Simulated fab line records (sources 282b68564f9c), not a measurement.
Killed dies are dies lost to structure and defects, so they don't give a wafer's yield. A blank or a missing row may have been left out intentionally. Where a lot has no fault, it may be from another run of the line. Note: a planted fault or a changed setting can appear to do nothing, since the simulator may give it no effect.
fab line records	flow rit_cmos
record lots=6	wafers=18	last_day=5
route steps=202 shown PRETRO@69 GATE@75 FOX2@80 M1@202
lots with no fault: from the same line, run without faults
start_h: the number of hours between the record's first day and the start of the first shown wafer of the lot	wait_h: time in hours since the lot's previous step	" as in the row above	L1.1+2: one row covering several wafers at once	- either no value or no given start	* or withheld: withheld	< > ~ a bound
route shown NAME@n: NAME is a module with steps in the file, n the number in the route of the first one	usual: the fault-free wafers' mean and standard deviation	same: alike in all rows	chamber/n: place in a boat	sites: per-site readings	_std_site: how widely they spread, as a standard deviation	_edge_site: mean of outer sites minus mean of inner sites	radius_mm: for every site, how far away it sits from the centre of the wafer	mask NAME#n: copy n	behind: the tool/chamber that last shaped the wafer	hold: what put the lot on hold/how long, in hours/how the hold closed	device: the n, p or np transistor that did not switch	end of line: the tests these same wafers got at the end of their route	a step without rows: its recipe alone	killed: not the wafer's yield, but the dies lost to structure and defects at the first sort	map: shows each die of a wafer: x if killed, . if not, _ if none is there
set.NAME: the run value of the setting; set.NAME@STEP: its run value at that earlier step	model.NAME: the simulator's own value behind a step, which no gauge read
a table for each step, a row for each wafer; lots at some steps of the route
services: when a tool's chamber went out of use (start_h, in hours from the record's first day, below 0 if earlier), for how many hours, and the reason
## steps
# step RIT_PRETRO_DEVELOP_05
# recipe resist=NOVOLAK	develop_time_s=68	dev_temp_c=23
# step RIT_PRETRO_OVL_MEAS_06
# usual PRETRO_OVL=-0.3/1.3
lot.wafer	tool	chamber	start_h	wait_h	PRETRO_OVL[nm]
L361.1	overlay-02	-	34.36	-	2.4
L361.2	"	-	"	"	1.6
L361.3	"	-	"	"	-0.8
L363.3	overlay-02	-	46.52	-	-1.0
L363.5	"	-	"	"	0.3
L363.6	"	-	"	"	1.3
L367.1	overlay-02	-	65.28	-	-0.9
L367.4	"	-	"	"	0.0
L367.6	"	-	"	"	-1.8
L368.3	overlay-01	-	67.28	-	1.6
L368.4	"	-	"	"	-2.2
L368.6	"	-	"	"	-0.3
L369.2	overlay-01	-	74.03	-	1.0
L369.4	"	-	"	"	-0.7
L369.5	"	-	"	"	-0.8
L374.2	overlay-02	-	97.98	-	-0.9
L374.3	"	-	"	"	0.1
L374.6	"	-	"	"	-0.7
# step RIT_PRETRO_HARDBAKE_07
# recipe resist=NOVOLAK	temp_c=140	time_s=120
# step RIT_PRETRO_IMPLANT_08
# recipe species=B	energy_kev=45	dose_cm2=1.2e+13	tilt_deg=7
# step RIT_PRETRO_STRIP_09
# recipe chemistry=O2	time_s=180	resist=NOVOLAK	platen_temp_c=withheld	power_w=500	pressure_mtorr=4000	o2_flow_sccm=4000
# usual drypump_motor_current_A=5.72/0.28	rf_refl_power_W=7.3/1.7
# same time_s=180
lot.wafer	tool	chamber	start_h	wait_h	drypump_motor_current_A	rf_hours_counter_h	rf_refl_power_W
L361.1	plasma_asher-04	1	34.80	0.1	6.11	24	5.8
L361.2	"	0	"	"	5.50	24	9.1
L361.3	"	1	"	"	6.11	-	5.7
L363.3	plasma_asher-01	0	47.02	0.1	5.33	-	6.4
L363.5	"	1	"	"	5.49	-	4.7
L363.6	"	0	"	"	5.33	-	6.2
L367.1	plasma_asher-04	0	65.93	0.1	5.55	27	8.6
L367.4	"	1	"	"	6.10	-	5.8
L367.6	"	1	"	"	6.10	-	5.9
L368.3	plasma_asher-04	1	67.77	0.1	6.10	-	6.0
L368.4	"	0	"	"	5.53	-	8.8
L368.6	"	1	"	"	6.09	-	5.5
L369.2	plasma_asher-04	0	74.46	0.1	5.57	28	8.8
L369.4	"	0	"	"	5.61	-	8.9
L369.5	"	1	"	"	6.12	-	5.7
L374.2	plasma_asher-04	0	98.41	0.1	5.52	31	8.9
L374.3	"	0	"	"	5.54	-	8.8
L374.6	"	0	"	"	5.54	-	8.8
# step RIT_PRETRO_TW_MEAS_10
# usual PRETRO_TW=477/3.1
lot.wafer	tool	chamber	start_h	wait_h	PRETRO_TW
L361.1	film_metro-01	-	34.97	0.1	474
L361.2	"	-	"	"	472
L361.3	"	-	"	"	473
L363.3	film_metro-02	-	47.16	0.1	483
L363.5	"	-	"	"	483
L363.6	"	-	"	"	481
L367.1	film_metro-03	-	66.11	0.1	481
L367.4	"	-	"	"	483
L367.6	"	-	"	"	483
L368.3	film_metro-02	-	67.90	0.1	477
L368.4	"	-	"	"	479
L368.6	"	-	"	"	478
L369.2	film_metro-02	-	74.64	0.1	476
L369.4	"	-	"	"	477
L369.5	"	-	"	"	476
L374.2	film_metro-03	-	98.59	0.1	482
L374.3	"	-	"	"	478
L374.6	"	-	"	"	480
# step RIT_GATE_WET_ETCH_00
# recipe chemistry=BOE	target=SiO2	target_depth_nm=56	time_s=60	dry=n2_spin	dilution=10:1	temp_c=21.5
# step RIT_GATE_CLEAN_01
# recipe chemistry=SC1	mix=3:3:50	time_s=600	temp_c=75
# step RIT_GATE_CLEAN_02
# recipe chemistry=dHF	dilution=50:1	time_s=30
# step RIT_GATE_CLEAN_03
# recipe chemistry=SC2	mix=3:3:50	time_s=600	temp_c=75	dry=n2_spin
# step RIT_GATE_CLEAN_04
# recipe chemistry=dHF	dilution=50:1	time_s=60	dry=n2_spin
# step RIT_FOX2_THK_MEAS_91
# recipe reads=SiO2_of_FOX2_OXIDATION_00
# usual FIELD_OXIDE_LEFT_2_THK=251/6.3
lot.wafer	tool	chamber	start_h	wait_h	FIELD_OXIDE_LEFT_2_THK[nm]
L361.1	film_metro-04	-	35.45	0.0	249
L361.2	"	-	"	"	250
L361.3	"	-	"	"	250
L363.3	film_metro-03	-	47.64	0.0	249
L363.5	"	-	"	"	250
L363.6	"	-	"	"	246
L367.1	film_metro-01	-	66.76	0.0	248
L367.4	"	-	"	"	250
L367.6	"	-	"	"	244
L368.3	film_metro-03	-	68.40	0.0	253
L368.4	"	-	"	"	247
L368.6	"	-	"	"	251
L369.2	film_metro-04	-	75.12	0.0	255
L369.4	"	-	"	"	251
L369.5	"	-	"	"	245
L374.2	film_metro-01	-	99.09	0.0	265
L374.3	"	-	"	"	262
L374.6	"	-	"	"	259
# step RIT_GATE_OXIDATION_05
# recipe temp_c=900	ambient=O2	target_thk_a=30	ox_time_s=270
# usual spike_tc_centre_C=902.6/0.93	spike_tc_load_C=923.2/2.5	spike_tc_source_C=923.1/2.9	tube_center_temp_C=900/0.083	tube_center_temp_C_max=902.3/0.38	zone_power_load_pct=27.1/0.47
lot.wafer	tool	chamber	start_h	wait_h	spike_tc_centre_C	spike_tc_load_C	spike_tc_source_C	tube_center_temp_C	tube_center_temp_C_max	zone_power_load_pct	model.SiO2_of_GATE_OXIDATION_05.thk_nm
L361.1	furnace-03	0	37.25	1.8	903.5	922.6	918.6	900.09	903.1	27.3	3.012
L361.2	"	0	"	"	902.8	924.5	918.8	899.84	901.9	27.1	2.949
L361.3	"	0	"	"	902.5	922.5	919.5	900.12	902.2	27.2	2.977
L363.3	furnace-01	0	47.68	0.0	903.4	926.3	924.1	899.8	902.1	27.5	3.148
L363.5	"	0	"	"	902.6	926.1	923.4	899.97	902.2	27.5	3.053
L363.6	"	0	"	"	901.8	925.6	925.0	900.01	902.4	27.5	3.123
L367.1	furnace-01	0	67.05	0.3	917.6	943.2	939.1	915.07	916.9	28.4	3.726
L367.4	"	0	"	"	917.5	942.7	939.2	915.1	917.5	29.0	3.641
L367.6	"	0	"	"	919.4	942.0	939.8	915.07	917.1	28.8	3.744
L368.3	furnace-01	0	69.69	1.3	918.8	939.6	938.5	914.91	917.0	28.4	3.678
L368.4	"	0	"	"	916.3	941.9	938.7	915.03	916.9	29.4	3.645
L368.6	"	0	"	"	916.8	941.5	938.2	914.97	917.3	28.2	3.671
L369.2	furnace-03	0	75.92	0.8	902.8	923.0	919.9	900.02	902.1	26.8	2.953
L369.4	"	0	"	"	903.5	923.0	918.9	899.97	902.1	27.1	2.923
L369.5	"	0	"	"	903.6	920.9	919.5	900.09	903.6	27.4	2.962
L374.2	furnace-03	0	99.90	0.8	902.8	920.6	920.9	900.01	902.6	26.8	2.994
L374.3	"	0	"	"	902.8	922.8	919.3	900.13	902.1	27.4	2.99
L374.6	"	0	"	"	903.6	923.9	919.8	900.04	902.3	26.8	3.004
# step RIT_GATE_ANNEAL_06
# recipe temp_c=900	time_s=600	ambient=N2O
# step RIT_GATE_THK_MEAS_07
# recipe reads=SiO2_of_GATE_OXIDATION_05
# usual GATE_OXIDE_THK=3.00/0.072
lot.wafer	tool	chamber	start_h	wait_h	GATE_OXIDE_THK[nm]
L361.1	film_metro-01	-	39.21	0.0	3.03
L361.2	"	-	"	"	2.99
L361.3	"	-	"	"	2.98
L363.3	film_metro-01	-	49.97	0.0	3.14
L363.5	"	-	"	"	3.07
L363.6	"	-	"	"	3.17
L367.1	film_metro-04	-	69.69	0.0	3.70
L367.4	"	-	"	"	3.68
L367.6	"	-	"	"	3.72
L368.3	film_metro-04	-	73.20	0.0	3.67
L368.4	"	-	"	"	3.60
L368.6	"	-	"	"	3.64
L369.2	film_metro-01	-	77.31	0.0	2.92
L369.4	"	-	"	"	2.89
L369.5	"	-	"	"	2.95
L374.2	film_metro-04	-	101.71	0.0	3.01
L374.3	"	-	"	"	2.97
L374.6	"	-	"	"	2.99
# step RIT_GATE_CVD_08
# recipe material=poly-Si	target_thk_nm=250	temp_c=610	precursor=SiH4	time_s=2220	pressure_mtorr=300	sih4_flow_sccm=100
# step RIT_M1_PROBE_99
# usual killed_at_contacts=0.1/0.27	killed_at_front_end=7/3.1	killed_dies=7/3.1	killed_open=3.3/2.1	killed_short=3.5/2
# same gross_dies=264	killed_at_M0_to_M3=0	killed_at_M4_up=0	killed_at_back_side=0	killed_at_other=0
lot.wafer	tool	chamber	start_h	wait_h	killed_at_contacts	killed_at_front_end	killed_dies	killed_open	killed_short	model.etest.pmos_0p3.r_on_ohm_um	model.etest.pmos_turned.r_on_ohm_um	model.etest.pmos_0p15.r_on_ohm_um	model.etest.nmos_0p3.r_on_ohm_um	model.etest.nmos_0p15.r_on_ohm_um	model.etest.nmos_0p15.drive_ua_um	model.etest.nmos_narrow.drive_ua_um	model.etest.nmos_0p3.drive_ua_um
L361.1	prober-02	-	64.94	0.1	0	2	2	0	2	6463	3702	2974	2252	1231	438.9	226.4	221
L361.2	prober-02	-	64.99	0.1	0	9	9	4	5	6339	3617	2856	2164	1160	464.6	232.9	228.6
L361.3	prober-02	-	65.04	0.2	0	5	5	4	1	6404	3586	2852	2175	1143	454.9	227	224.1
L363.3	prober-02	-	74.39	0.2	0	10	10	5	5	6552	3454	2811	2242	1182	452.6	218.2	215.2
L363.5	prober-02	-	74.49	0.2	0	6	6	2	3	6368	3403	2766	2173	1135	458.8	222.1	222.5
L363.6	prober-02	-	74.54	0.2	0	6	6	3	3	6508	3497	2819	2220	1159	450.5	218.2	216.5
L367.1	prober-02	-	92.44	0.1	0	11	11	7	3	7355	3687	2988	2509	1223	383.8	167.9	165.9
L367.4	prober-02	-	92.59	0.2	0	6	6	2	4	7136	3617	2946	2472	1228	389.3	171.9	171.8
L367.6	prober-02	-	92.69	0.2	1	11	12	8	4	7456	3731	3068	2530	1251	379.1	165.2	164
L368.3	prober-01	-	97.52	0.2	0	9	9	3	6	7581	3987	3184	2484	1196	390.4	173.2	170.1
L368.4	prober-01	-	97.57	0.2	0	15	15	6	9	7643	4086	3356	2569	1332	384.3	176.5	174.1
L368.6	prober-01	-	97.67	0.2	0	13	13	10	3	7626	4042	3260	2504	1231	387.4	174.4	170.8
L369.2	prober-02	-	102.36	0.1	0	3	3	1	2	6281	3545	2856	2185	1164	464.7	227.6	229.1
L369.4	prober-02	-	102.46	0.2	0	2	2	0	2	6245	3485	2819	2155	1149	473.5	232.6	231.2
L369.5	prober-02	-	102.51	0.2	0	1	1	0	1	6258	3487	2768	2141	1114	475.5	229.4	228
L374.2	prober-01	-	125.29	0.1	0	4	4	1	3	6248	3323	2695	2146	1114	478.4	227.3	230.3
L374.3	prober-01	-	125.34	0.2	0	8	8	6	2	6237	3368	2686	2149	1131	480	227.9	231.2
L374.6	prober-01	-	125.49	0.2	0	1	1	1	0	6173	3282	2620	2131	1085	487.8	228.4	230.3
# killed by level:class
L361.1 FOX1:geometric_particle:short=1 FOX2:geometric_particle:short=1
L361.2 GATE:geometric_particle:short=3 GATE:geometric_particle:open=2 FOX1:geometric_particle:open=1 FOX2:geometric_particle:short=1 SILICIDE:geometric_particle:open=1 SILICIDE:geometric_particle:short=1
L361.3 GATE:geometric_particle:open=2 SPACER:geometric_particle:open=2 GATE:geometric_particle:short=1
L363.3 GATE:geometric_particle:open=4 FOX1:geometric_particle:short=2 FOX1:geometric_particle:open=1 REOX:geometric_particle:short=1 SPACER:geometric_particle:short=1 SILICIDE:geometric_particle:short=1
L363.5 FOX1:geometric_particle:short=2 FOX1:geometric_particle:open=1 GATE:geometric_particle:open=1 SPACER:geometric_particle:short=1 PWELL:coat_microbubble_printed=1
L363.6 GATE:geometric_particle:short=2 FOX1:geometric_particle:open=1 GATE:geometric_particle:open=1 SPACER:geometric_particle:short=1 SPACER:geometric_particle:open=1
L367.1 FOX1:geometric_particle:open=3 GATE:geometric_particle:open=3 GATE:geometric_particle:short=2 SILICIDE:geometric_particle:short=1 SILICIDE:geometric_particle:open=1 NWELL:coat_microbubble_printed=1
L367.4 GATE:geometric_particle:short=2 FOX1:geometric_particle:short=1 FOX2:geometric_particle:open=1 GATE:geometric_particle:open=1 SPACER:geometric_particle:short=1
L367.6 GATE:geometric_particle:open=3 FOX2:geometric_particle:open=2 SPACER:geometric_particle:short=2 FOX2:geometric_particle:short=1 GATE:geometric_particle:short=1 REOX:geometric_particle:open=1 SILICIDE:geometric_particle:open=1 CONTACT:geometric_particle:open=1
L368.3 SPACER:geometric_particle:short=2 SILICIDE:geometric_particle:short=2 ACTIVE:geometric_particle:short=1 FOX1:geometric_particle:open=1 GATE:geometric_particle:open=1 REOX:geometric_particle:short=1 SILICIDE:geometric_particle:open=1
L368.4 GATE:geometric_particle:short=3 GATE:geometric_particle:open=2 REOX:geometric_particle:short=2 SILICIDE:geometric_particle:open=2 SILICIDE:geometric_particle:short=2 FOX1:geometric_particle:short=1 REOX:geometric_particle:open=1 SPACER:geometric_particle:open=1
L368.6 SILICIDE:geometric_particle:open=4 FOX1:geometric_particle:open=2 GATE:geometric_particle:open=2 SPACER:geometric_particle:open=2 FOX2:geometric_particle:short=1 GATE:geometric_particle:short=1 REOX:geometric_particle:short=1
L369.2 FOX2:geometric_particle:short=1 GATE:geometric_particle:short=1 SILICIDE:geometric_particle:open=1
L369.4 SILICIDE:geometric_particle:short=2
L369.5 FOX1:geometric_particle:short=1
L374.2 GATE:geometric_particle:short=3 GATE:geometric_particle:open=1
L374.3 GATE:geometric_particle:open=5 FOX1:geometric_particle:short=1 FOX2:geometric_particle:open=1 GATE:geometric_particle:short=1
L374.6 REOX:geometric_particle:open=1
## services
tool	chamber	start_h	hours	kind
furnace-03	-	97.08	2.8	pm
## key
first_sign step=RIT_GATE_OXIDATION_05	reading=tube_center_temp_C	direction=up	sigmas=99+	usual=*	struck=*
effect step=RIT_GATE_OXIDATION_05	reading=tube_center_temp_C_max	direction=up	sigmas=39	usual=*	struck=*
effect step=RIT_GATE_THK_MEAS_07	reading=GATE_OXIDE_THK	direction=up	sigmas=9.3	usual=3.00	struck=3.67
model_effect step=RIT_GATE_OXIDATION_05	value=SiO2_of_GATE_OXIDATION_05.thk_nm	without=3.091	struck=3.684
model_effect step=RIT_M1_PROBE_99	value=etest.pmos_0p3.r_on_ohm_um	without=6403	struck=7466
met_at RIT_GATE_OXIDATION_05
struck_wafers L367.1,L367.4,L367.6,L368.3,L368.4,L368.6
tester_left_out L367,L368
onset_between 47.68 67.05
fault kind=process_parameter_drift	tool=furnace-01	chamber=-	onset_h=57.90	steps=RIT_GATE_OXIDATION_05	channel=temp_c	offset=*	shape=step	end_h=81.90	acts_in=*	stated=*
# tester_left_out: of these lots the tester's yield and bins aren't shown, on N5 and GAA mostly nor the transistor test; their killed dies are dies lost to structure and defects alone, not to doping, threshold or leakage, so they don't give the yield
